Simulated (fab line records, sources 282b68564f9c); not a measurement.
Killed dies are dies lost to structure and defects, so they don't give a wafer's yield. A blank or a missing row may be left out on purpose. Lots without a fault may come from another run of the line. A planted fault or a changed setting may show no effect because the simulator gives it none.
Split-lot experiment | flow rit_cmos | 5 lots, 23 wafers read, on a route of 202 steps

THE SPLIT
At RIT_ACTIVE_OXIDATION_01 (target thk 46.8 nm, ox time 3360 s), the setting temp_c was moved away from the recipe's 1000 C on 15 of the 23 wafers read, by -2.0% to +1.6%. The other wafers ran this setting at the recipe's value.

The file shows no step between the split and the reading.

THE READING
ACTIVE_OXIDE_THK, in nm, at RIT_ACTIVE_THK_MEAS_02. Fault-free wafers of this fab line usually give 46.5 nm, standard deviation 0.68 nm.

wafer  | tool, chamber at the split | temp_c as run, C | against the recipe | ACTIVE_OXIDE_THK, nm | against lot-mates on the recipe
L074.1 | -, -                       | 986.8            | -1.3%              | 41.0                 | no lot-mate on the recipe
L074.2 | -, -                       | 986.8            | -1.3%              | 41.3                 | no lot-mate on the recipe
L074.3 | -, -                       | 986.8            | -1.3%              | 41.3                 | no lot-mate on the recipe
L074.4 | -, -                       | 986.8            | -1.3%              | 41.3                 | no lot-mate on the recipe
L074.5 | -, -                       | 986.8            | -1.3%              | 40.9                 | no lot-mate on the recipe
L075.1 | -, -                       | 979.5            | -2.0%              | 38.9                 | no lot-mate on the recipe
L075.2 | -, -                       | 979.5            | -2.0%              | 37.8                 | no lot-mate on the recipe
L075.4 | -, -                       | 979.5            | -2.0%              | 39.2                 | no lot-mate on the recipe
L075.5 | -, -                       | 979.5            | -2.0%              | 39.1                 | no lot-mate on the recipe
L075.6 | -, -                       | 979.5            | -2.0%              | 39.1                 | no lot-mate on the recipe
L076.2 | -, -                       | 1000             | recipe             | 46.1                 | -
L076.3 | -, -                       | 1000             | recipe             | 45.3                 | -
L076.4 | -, -                       | 1000             | recipe             | 46.5                 | -
L076.5 | -, -                       | 1000             | recipe             | 45.7                 | -
L076.6 | -, -                       | 1000             | recipe             | 46.1                 | -
L080.1 | furnace-03, 0              | 1000             | recipe             | 45.2                 | -
L080.2 | furnace-03, 0              | 1000             | recipe             | 46.0                 | -
L080.4 | furnace-03, 0              | 1000             | recipe             | 45.5                 | -
L084.1 | -, -                       | 1016             | +1.6%              | 54.8                 | no lot-mate on the recipe
L084.2 | -, -                       | 1016             | +1.6%              | 54.7                 | no lot-mate on the recipe
L084.4 | -, -                       | 1016             | +1.6%              | 54.9                 | no lot-mate on the recipe
L084.5 | -, -                       | 1016             | +1.6%              | 54.9                 | no lot-mate on the recipe
L084.6 | -, -                       | 1016             | +1.6%              | 54.7                 | no lot-mate on the recipe

THE FIT
A straight line over all 23 wafers: ACTIVE_OXIDE_THK changes by +4.32 nm for each +1% of temp_c; r = +0.99; the points scatter about the line by 0.99 nm.
Too few moved wafers have a lot-mate on the recipe to fit a line with each lot's own level taken away.

THE WHOLE CHAIN: every reading that the file lists as answering this split, in the file's order
step                    | what it does                       | reading                                                                             | change (the file's fit)              | r (the file's)
RIT_ACTIVE_OXIDATION_01 | target thk 46.8 nm, ox time 3360 s | SiO2_of_ACTIVE_OXIDATION_01.thk_nm (the simulator's own value, which no gauge read) | +4.32 nm for each +1% of the setting | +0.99
RIT_ACTIVE_THK_MEAS_02  |                                    | ACTIVE_OXIDE_THK                                                                    | +4.32 for each +1% of the setting    | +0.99

THE FILE'S OWN FIT
ACTIVE_OXIDE_THK changes by +4.32 nm for each +1% of temp_c, r = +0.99.
